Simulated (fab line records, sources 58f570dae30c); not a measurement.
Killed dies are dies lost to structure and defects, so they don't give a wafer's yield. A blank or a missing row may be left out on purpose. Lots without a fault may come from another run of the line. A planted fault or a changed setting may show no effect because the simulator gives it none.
Which tool did it? | flow berkeley_cmos170 | 7 lots, 21 wafers sampled, at 2 steps of a route of 331

WHAT THE GAUGES READ, wafer by wafer
UCB170_SDANNEAL_RS_MEAS_03: measures by four-point-probe.
lot  | measured     | on            | NSD_RS (ohm/sq)
L108 | day 6 19:52  | film_metro-03 | 37.27 37.32 37.39
L110 | day 7 08:22  | film_metro-04 | 37.27 37.30 37.29
L111 | day 7 09:29  | film_metro-02 | 37.24 37.30 37.31
L121 | day 9 10:31  | film_metro-02 | 37.33 37.28 37.28
L123 | day 10 00:43 | film_metro-03 | 37.31 37.34 37.26
L126 | day 10 20:37 | film_metro-03 | 37.29 37.27 37.32
L129 | day 11 06:01 | film_metro-03 | 37.41 37.24 37.28

WHICH TOOL RAN EACH LOT (tool, then ch and the chambers of the sampled wafers, then the start)
lot  | UCB170_NSD_PEB_04
L108 | litho_track-04 ch 0, day 6 17:31
L110 | litho_track-04 ch 0, day 7 05:21
L111 | litho_track-02, day 7 06:11
L121 | litho_track-03 ch 0, day 9 08:16
L123 | litho_track-04 ch 0, day 9 19:56
L126 | litho_track-04 ch 0, day 10 18:43
L129 | litho_track-03 ch 0, day 11 03:34
- UCB170_NSD_PEB_04

THE ANSWER, worked out from the rows above alone
Rule: what is usual is taken from the lots themselves. Put in order of their means at a reading, lots are off if they are a third of the lots or fewer, leave a main group of 4 or more, and stand apart from it by a gap of 3 or more times the standard deviation of the main group's means; of several such gaps the widest counts. A main group whose means are all the same, to the digits that the tables above print for the reading, isn't used. A lot without any number at a reading at which 4 lots or more have one is off too. The other lots that the step has rows for count as sound.
No lot is off at any reading shown: from this, nothing can be told.

WHAT THE SIMULATOR HAD PUT IN
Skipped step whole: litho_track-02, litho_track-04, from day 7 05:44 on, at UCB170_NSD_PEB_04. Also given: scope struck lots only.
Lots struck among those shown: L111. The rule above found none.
